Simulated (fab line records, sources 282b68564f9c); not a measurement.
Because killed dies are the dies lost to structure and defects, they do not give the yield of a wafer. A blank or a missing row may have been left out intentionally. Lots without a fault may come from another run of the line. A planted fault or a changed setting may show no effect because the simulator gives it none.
What tool caused it? / flow ritCmos / Sampling: 7 lots, 21 wafers, 2 of 202 route steps

WHAT EACH GAUGE READ, for each wafer
RIT_PRETRO_TW_MEAS_10.
lot=L719; measured=day 2 20:47; on=filmMetro-02; PRETRO_TW=469 471 468
lot=L722; measured=day 3 11:19; on=filmMetro-04; PRETRO_TW=454 456 453
lot=L724; measured=day 3 19:40; on=filmMetro-04; PRETRO_TW=470 477 477
lot=L733; measured=day 5 17:30; on=filmMetro-02; PRETRO_TW=473 471 469
lot=L736; measured=day 6 10:49; on=filmMetro-04; PRETRO_TW=477 481 480
lot=L738; measured=day 6 18:54; on=filmMetro-02; PRETRO_TW=476 479 478
lot=L740; measured=day 7 05:04; on=filmMetro-04; PRETRO_TW=480 481 478

WHICH TOOL RAN EACH LOT (tool, then ch and the chambers of the sampled wafers, then the start)
lot=L719; RIT_PRETRO_IMPLANT_08=implanter-01 ch 0, day 2 20:28
lot=L722; RIT_PRETRO_IMPLANT_08=implanter-01 ch 0, day 3 10:59
lot=L724; RIT_PRETRO_IMPLANT_08=implanter-03 ch 0, day 3 19:22
lot=L733; RIT_PRETRO_IMPLANT_08=implanter-02 ch 0, day 5 17:11
lot=L736; RIT_PRETRO_IMPLANT_08=implanter-02 ch 0, day 6 10:29
lot=L738; RIT_PRETRO_IMPLANT_08=implanter-01 ch 0, day 6 18:35
lot=L740; RIT_PRETRO_IMPLANT_08=implanter-02 ch 0, day 7 04:47
- RIT_PRETRO_IMPLANT_08

THE ANSWER, worked out from the rows above alone
Rule: usual is defined by the lots themselves. Put in order of their means at a reading, lots are off if they are a third of the lots or fewer, leave a main group of 4 or more, and stand apart from it by a gap of 3 or more times the standard deviation of the main group's means; of several such gaps the widest counts. Not used: any main group whose means are identical at the precision the tables above print for the reading. A lot without any number at a reading at which 4 lots or more have one is off too. All remaining lots with rows at the step are treated as sound.
Off: at RIT_PRETRO_TW_MEAS_10 (PRETRO_TW), L722. Main group: mean 475, sd 4.
If a tool, at a process step before that reading, ran all the lots that are off and no sound lot after the first of them, it fits. Those tools and the gauges at RIT_PRETRO_TW_MEAS_10 are tried in the same way. Of those tried, none fits.

WHAT WAS PUT IN BY THE SIMULATOR
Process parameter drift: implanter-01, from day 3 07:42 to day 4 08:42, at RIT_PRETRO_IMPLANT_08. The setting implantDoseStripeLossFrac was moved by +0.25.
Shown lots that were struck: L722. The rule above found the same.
